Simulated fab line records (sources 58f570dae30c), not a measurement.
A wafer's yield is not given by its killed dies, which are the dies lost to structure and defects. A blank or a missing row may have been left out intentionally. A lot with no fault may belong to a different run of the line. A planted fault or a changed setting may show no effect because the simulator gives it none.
Code-filled problem report in 8D (eight disciplines) form + flow berkeleyCmos170 + the parts of the form that need people (team, actions taken, sign-off) are left out

## 1. WHAT WENT WRONG
Mean PSD_TW at UCB170_PSD_TW_MEAS_10: 2395 over 6 wafers in 2 lots; fault-free wafers: 2319, standard deviation 14. That puts it +5.5 standard deviations away from the usual mean.
First observed at day 10 10:30: wafer L144.3, on filmMetro-01. The record holds 42 wafers of 14 lots with a number at this step. The rule behind "out" and "out of limits": a value lying over 4 standard deviations away from the usual mean. All remaining wafers that have a number are taken as sound.

## 2. WHAT THIS IS AND IS NOT
| question                    | is                     | is not                                                                                       |
|-----------------------------|------------------------|----------------------------------------------------------------------------------------------|
| which readings at this step | PSD_TW                 | -                                                                                            |
| which lots                  | L144, L147             | L134, L136, L137, L139, L140, L142, L145, L146, L148, L152, L154, L155                       |
| which wafers of those lots  | all that have a number | -                                                                                            |
| read on which gauges        | filmMetro-01           | filmMetro-02, filmMetro-04                                                                   |
| when                        | from day 10 10:30      | up to then (21 sound wafers); but 15 sound wafers of L146, L148, L152, L154, L155 came after |

## 3. THE SUSPECTS, EACH WITH WHAT RULES IT OUT
Counting: a tool at a process step up to the reading stays a suspect if it ran every lot that is out and no sound lot after the first of them.
- the gauge at UCB170_PSD_TW_MEAS_10 has been ruled out. All the wafers that are out were read on filmMetro-01, but those of them that UCB170_PSD_IMPLANT_08 has rows for are out there too, on other tools.
- implanter-03 at UCB170_PSD_IMPLANT_08: kept. Every lot that is out went through it, starting with L144 (day 10 10:17), and after that it ran no sound lot; the last sound lot it ran before then is L140 (day 9 17:48). Out on those wafers are its own readings of doseIonsCm2, faradayCurrentUA.
The count leaves implanter-03 at UCB170_PSD_IMPLANT_08.

## 4. THE CAUSE (what the simulator had put in)
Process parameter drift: implanter-03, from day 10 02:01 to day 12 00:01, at UCB170_PSD_IMPLANT_08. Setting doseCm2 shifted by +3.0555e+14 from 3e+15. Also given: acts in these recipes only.
This tool alone remained once counting was done.

## 5. THE CHAIN OF EFFECTS, in route order
One row per reading whose mean, taken over the struck wafers that have a number, lies over 3 standard deviations from the usual. Readings are gone through only where the record gives a usual standard deviation; hours: the median, over the lots, of the time from a lot's start at the first step in this table giving one to that lot's start at this step; sigmas: the change measured in usual standard deviations.
| hours | step                       | reading              | usual        | on struck wafers | change | sigmas |
|-------|----------------------------|----------------------|--------------|------------------|--------|--------|
| 0     | UCB170_PSD_IMPLANT_08      | doseIonsCm2          | 3e+15        | 3e+15            | +3e+14 | +96    |
| 0     | UCB170_PSD_IMPLANT_08      | faradayCurrentUA     | 9257         | 10255            | +998   | +5.5   |
| 0     | UCB170_PSD_STRIP_09        | stripTimeToEndpointS | 29.28 s      | 30.39            | +1.11  | +13    |
| 0     | UCB170_PSD_TW_MEAS_10      | PSD_TW               | 2319         | 2395             | +76    | +5.5   |
| 3     | UCB170_SDANNEAL_RS_MEAS_02 | PSD_RS               | 75.69 ohm/sq | 70.37            | -5.32  | -19    |
The process steps in it:
- UCB170_PSD_IMPLANT_08
- UCB170_PSD_STRIP_09: strips in O2.
Later measuring or inspecting steps at which every struck wafer that the step has a row for has a number for every such reading, and none has moved that far: UCB170_NSD_OVL_MEAS_07, UCB170_NSD_TW_MEAS_10.

## 6. HOW IT WOULD HAVE BEEN CAUGHT EARLIER
The first out-of-limits reading at a measuring or inspecting step in this record came at day 10 10:30, 8 hours after the fault's start at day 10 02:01.
Tool's own readings at UCB170_PSD_IMPLANT_08, doseIonsCm2, faradayCurrentUA: out on all struck wafers the step has rows for; an alarm limit on them would have tripped on the first.
L147, from the lots that are out (2), started UCB170_PSD_IMPLANT_08 on implanter-03 later than day 10 10:30. Had the tool been put on hold then, it would have been spared.
